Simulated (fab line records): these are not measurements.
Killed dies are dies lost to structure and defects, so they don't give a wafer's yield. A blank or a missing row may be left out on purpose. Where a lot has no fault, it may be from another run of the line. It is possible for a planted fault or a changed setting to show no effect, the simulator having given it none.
Code-filled problem report in 8D (eight disciplines) form || flow berkeleyCmos170 || the parts of the form that need people (team, actions taken, sign-off) are left out

1. WHAT IS WRONG
Mean of runLengthS at UCB170_CONTACT_ETCH_18: 258.4 s across 2 wafers in 2 lots; on wafers with no fault it is 223.4 s (standard deviation 0.44). That is +80 standard deviations from the usual mean.
The step: etches PSG in CHF3/CF4/Ar, stops on TiSi2, target depth 840 nm, time 195 s.
First seen on wafer L312.1, day 9 08:00, on rieDiel-03. The record has a number at this step for 42 wafers belonging to 14 lots. By rule, "out" or "out of limits" means more than 4 standard deviations away from the usual mean. The rest of the wafers with a number are treated as sound.

2. WHAT IT IS, AND WHAT IT ISN'T
{"question": "which readings at this step", "is": "runLengthS, oesProductAu", "is not": "drypumpMotorCurrentA, mfcArSccm, throttleValvePct"}
{"question": "which lots", "is": "L312, L315", "is not": "L305, L306, L307, L308, L309, L310, L311, L314, L320, L323, L325, L328"}
{"question": "which wafers of those lots", "is": "L312.1, L315.5", "is not": "L312.2, L312.6, L315.4, L315.6"}
{"question": "read on which tools", "is": "rieDiel-03", "is not": "rieDiel-01, rieDiel-04"}
{"question": "when", "is": "from day 9 08:00", "is not": "up to then (23 sound wafers); but 17 sound wafers of L314, L315, L320, L323, L325, L328 came after"}

3. SUSPECTS, AND WHAT RULES EACH OUT
Counting: any tool at a process step up to the reading remains a suspect provided it ran every lot that is out. Sound lots after the first of them don't rule it out here, since some wafers of a struck lot are sound.
- rieDiel-03 at UCB170_CONTACT_ETCH_18 (etches PSG in CHF3/CF4/Ar, stops on TiSi2, target depth 840 nm, time 195 s): kept. It ran every lot that is out, first L312 (day 9 08:00); its last sound lot up to then is L311 (day 9 02:00). Its own readings are out on those wafers: oesProductAu, runLengthS.
- In rieDiel-03 at UCB170_CONTACT_ETCH_18, the wafers that are out were processed in chamber 3 and their sound lot-mates in chambers 0, 1, 2.
After counting, what remains is rieDiel-03 at UCB170_CONTACT_ETCH_18.

4. THE CAUSE (what the simulator had put in)
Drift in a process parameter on rieDiel-03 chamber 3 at UCB170_CONTACT_ETCH_18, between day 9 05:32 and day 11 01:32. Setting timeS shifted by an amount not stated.
Only this tool survived the counting.

5. SEQUENCE OF EFFECTS, ordered by route
Each row: a reading where the mean over the struck wafers with a number is more than 3 standard deviations away from the usual. Scope: only readings with a usual standard deviation given in the record; hours: median across lots of the time from each lot's start at the first step in this table that gives one to its start at this step; sigmas: change in usual standard deviations.
{"hours": 0, "step": "UCB170_CONTACT_ETCH_18", "reading": "oesProductAu", "usual": "0.887 a.u.", "on struck wafers": 0.794, "change": -0.093, "sigmas": -5.8}
{"hours": 0, "step": "UCB170_CONTACT_ETCH_18", "reading": "runLengthS", "usual": "223.4 s", "on struck wafers": 258.4, "change": "+35.0", "sigmas": "+80"}
It contains these process steps:
- UCB170_CONTACT_ETCH_18: etches PSG in CHF3/CF4/Ar, stops on TiSi2, target depth 840 nm, time 195 s.

6. WHAT WOULD HAVE CAUGHT IT SOONER
The fault began at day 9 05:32; the first out-of-limits reading in this record came at day 9 08:00, 2 hours later.
